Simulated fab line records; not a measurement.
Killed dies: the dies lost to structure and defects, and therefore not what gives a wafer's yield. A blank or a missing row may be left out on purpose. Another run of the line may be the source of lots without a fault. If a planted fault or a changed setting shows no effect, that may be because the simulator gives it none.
Which tool did it?	flow ritCmos	7 lots, 21 wafers sampled, at 2 steps of a route of 202

## WHAT EACH GAUGE READ, for each wafer
RIT_WELLDRIVE_RS_MEAS_02: uses a four-point probe to measure.
lot	measured	on	PWELL_RS (ohm/sq)
L394	day 2 15:15	filmMetro-01	429.2 428.6 429.4
L397	day 3 05:01	filmMetro-01	428.1 428.1 428.7
L399	day 3 14:54	filmMetro-02	428.9 426.8 426.8
L402	day 4 03:47	filmMetro-01	429.3 429.1 428.7
L404	day 4 14:05	filmMetro-01	430.6 429.8 430.4
L410	day 5 21:25	filmMetro-04	428.9 429.2 428.4
L415	day 6 22:26	filmMetro-04	429.8 429.0 429.9

## WHAT TOOL EACH LOT RAN ON (gives the tool, then ch and the chambers of the sampled wafers, and finally the start)
lot	RIT_PWELL_IMPLANT_08
L394	implanter-02 ch 0, day 2 07:39
L397	implanter-04 ch 0, day 2 20:56
L399	implanter-02 ch 0, day 3 07:37
L402	implanter-03 ch 0, day 3 22:13
L404	implanter-04 ch 0, day 4 08:19
L410	implanter-04 ch 0, day 5 15:20
L415	implanter-04 ch 0, day 6 15:51
- RIT_PWELL_IMPLANT_08

## THE ANSWER, worked out from the rows above alone
Rule: usual is defined by the lots themselves. Put in order of their means at a reading, lots are off if they are a third of the lots or fewer, leave a main group of 4 or more, and stand apart from it by a gap of 3 or more times the standard deviation of the main group's means; of several such gaps the widest counts. A main group is skipped when, at the precision printed for the reading in the tables above, its means are all equal. A lot without any number at a reading at which 4 lots or more have one is off too. Any other lot the step has rows for is counted as sound.
No lot is off at any reading shown: from this, nothing can be told.

## WHAT HAD BEEN PUT IN BY THE SIMULATOR
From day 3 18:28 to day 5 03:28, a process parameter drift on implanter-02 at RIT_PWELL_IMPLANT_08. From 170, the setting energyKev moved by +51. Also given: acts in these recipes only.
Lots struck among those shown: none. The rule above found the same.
